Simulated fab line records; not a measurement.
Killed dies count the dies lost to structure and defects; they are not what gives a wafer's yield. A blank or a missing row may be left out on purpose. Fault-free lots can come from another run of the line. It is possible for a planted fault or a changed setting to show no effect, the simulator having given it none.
Tool commonality check || flow ritCmos || 42 wafers sampled across 14 lots

## WHAT PROMPTED THE OPENING
RIT_FOX1_THK_MEAS_01, reading FOX1_OXIDE_THK: flagged on 2 of 14 lots. Fault-free wafers read 353 nm, with a standard deviation of 8.4.
Rule: a lot is flagged when every wafer of it that has a number lies more than 4 standard deviations from that mean, or none has a number. As for the other lots, they are considered sound.

{"lot": "L356", "measured": "day 1 17:52", "on": "filmMetro-03", "FOX1_OXIDE_THK (nm), wafer by wafer": "352 351 360", "flag": ""}
{"lot": "L357", "measured": "day 1 23:22", "on": "filmMetro-01", "FOX1_OXIDE_THK (nm), wafer by wafer": "363 360 355", "flag": ""}
{"lot": "L358", "measured": "day 2 03:14", "on": "filmMetro-03", "FOX1_OXIDE_THK (nm), wafer by wafer": "357 360 354", "flag": ""}
{"lot": "L359", "measured": "day 2 10:11", "on": "filmMetro-01", "FOX1_OXIDE_THK (nm), wafer by wafer": "355 365 365", "flag": ""}
{"lot": "L360", "measured": "day 2 14:14", "on": "filmMetro-03", "FOX1_OXIDE_THK (nm), wafer by wafer": "359 361 359", "flag": ""}
{"lot": "L363", "measured": "day 3 05:53", "on": "filmMetro-01", "FOX1_OXIDE_THK (nm), wafer by wafer": "345 342 350", "flag": ""}
{"lot": "L364", "measured": "day 3 09:10", "on": "filmMetro-01", "FOX1_OXIDE_THK (nm), wafer by wafer": "222 230 227", "flag": "FLAGGED"}
{"lot": "L366", "measured": "day 3 21:22", "on": "filmMetro-01", "FOX1_OXIDE_THK (nm), wafer by wafer": "357 357 350", "flag": ""}
{"lot": "L368", "measured": "day 4 06:50", "on": "filmMetro-02", "FOX1_OXIDE_THK (nm), wafer by wafer": "345 345 347", "flag": ""}
{"lot": "L370", "measured": "day 4 16:44", "on": "filmMetro-03", "FOX1_OXIDE_THK (nm), wafer by wafer": "223 225 220", "flag": "FLAGGED"}
{"lot": "L372", "measured": "day 5 01:20", "on": "filmMetro-01", "FOX1_OXIDE_THK (nm), wafer by wafer": "363 368 368", "flag": ""}
{"lot": "L373", "measured": "day 5 06:20", "on": "filmMetro-03", "FOX1_OXIDE_THK (nm), wafer by wafer": "342 340 347", "flag": ""}
{"lot": "L376", "measured": "day 5 22:34", "on": "filmMetro-01", "FOX1_OXIDE_THK (nm), wafer by wafer": "361 364 367", "flag": ""}
{"lot": "L377", "measured": "day 6 02:26", "on": "filmMetro-01", "FOX1_OXIDE_THK (nm), wafer by wafer": "363 369 372", "flag": ""}
On average the flagged lots' numbers are 224 nm, which is -128 nm against the usual, or -15 standard deviations.

## WHICH TOOL EACH LOT WENT THROUGH
The record holds 1 process step before the reading, out of a route of 202 steps. Cell contents, in order: the tool; ch with the chambers the sampled wafers went through; the start.
{"lot": "L356", "flag": "", "RIT_FOX1_OXIDATION_00": "furnace-01 ch 0, day 1 16:32"}
{"lot": "L357", "flag": "", "RIT_FOX1_OXIDATION_00": "furnace-04 ch 0, day 1 22:03"}
{"lot": "L358", "flag": "", "RIT_FOX1_OXIDATION_00": "furnace-04 ch 0, day 2 01:55"}
{"lot": "L359", "flag": "", "RIT_FOX1_OXIDATION_00": "furnace-04 ch 0, day 2 08:51"}
{"lot": "L360", "flag": "", "RIT_FOX1_OXIDATION_00": "furnace-03 ch 0, day 2 12:55"}
{"lot": "L363", "flag": "", "RIT_FOX1_OXIDATION_00": "furnace-03 ch 0, day 3 04:32"}
{"lot": "L364", "flag": "FLAGGED", "RIT_FOX1_OXIDATION_00": "furnace-03 ch 0, day 3 07:51"}
{"lot": "L366", "flag": "", "RIT_FOX1_OXIDATION_00": "furnace-04 ch 0, day 3 20:03"}
{"lot": "L368", "flag": "", "RIT_FOX1_OXIDATION_00": "furnace-01 ch 0, day 4 05:31"}
{"lot": "L370", "flag": "FLAGGED", "RIT_FOX1_OXIDATION_00": "furnace-03 ch 0, day 4 15:24"}
{"lot": "L372", "flag": "", "RIT_FOX1_OXIDATION_00": "furnace-04 ch 0, day 5 00:00"}
{"lot": "L373", "flag": "", "RIT_FOX1_OXIDATION_00": "furnace-01 ch 0, day 5 05:01"}
{"lot": "L376", "flag": "", "RIT_FOX1_OXIDATION_00": "furnace-04 ch 0, day 5 21:15"}
{"lot": "L377", "flag": "", "RIT_FOX1_OXIDATION_00": "furnace-04 ch 0, day 6 01:07"}
What these steps do:
- RIT_FOX1_OXIDATION_00: target thk 350.7 nm, ox time 1130 s.
- RIT_FOX1_THK_MEAS_01

## FLAGGED AGAINST TOTAL, ONE TOOL AT A TIME (gauges that did the reading follow at the end)
{"step": "RIT_FOX1_OXIDATION_00", "tool": "furnace-01", "lots run": 3, "flagged": 0, "share of the flagged lots": "none", "sound lots run after its first flagged lot": "-"}
{"step": "RIT_FOX1_OXIDATION_00", "tool": "furnace-03", "lots run": 4, "flagged": 2, "share of the flagged lots": "all", "sound lots run after its first flagged lot": 0}
{"step": "RIT_FOX1_OXIDATION_00", "tool": "furnace-04", "lots run": 7, "flagged": 0, "share of the flagged lots": "none", "sound lots run after its first flagged lot": "-"}
{"step": "RIT_FOX1_THK_MEAS_01", "tool": "filmMetro-01", "lots run": 8, "flagged": 1, "share of the flagged lots": "some", "sound lots run after its first flagged lot": "4 (L366,L372,L376,L377)"}
{"step": "RIT_FOX1_THK_MEAS_01", "tool": "filmMetro-02", "lots run": 1, "flagged": 0, "share of the flagged lots": "none", "sound lots run after its first flagged lot": "-"}
{"step": "RIT_FOX1_THK_MEAS_01", "tool": "filmMetro-03", "lots run": 5, "flagged": 1, "share of the flagged lots": "some", "sound lots run after its first flagged lot": "1 (L373)"}

## WHAT THE TABLE PERMITS
In the table, 1 row covers all flagged lots: furnace-03 at RIT_FOX1_OXIDATION_00.
- furnace-03 at RIT_FOX1_OXIDATION_00: 2 of its 4 lots flagged. It ran its last sound lot, L363, at day 3 04:32 and its first flagged lot, L364, at day 3 07:51: a fault with its onset between the two fits.
One tool is left: furnace-03 at RIT_FOX1_OXIDATION_00.

## WHAT HAD BEEN PUT IN BY THE SIMULATOR
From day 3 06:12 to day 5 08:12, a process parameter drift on furnace-03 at RIT_FOX1_OXIDATION_00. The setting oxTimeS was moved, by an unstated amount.
Shown lots that were struck: L364, L370. The same result came from the rule above.
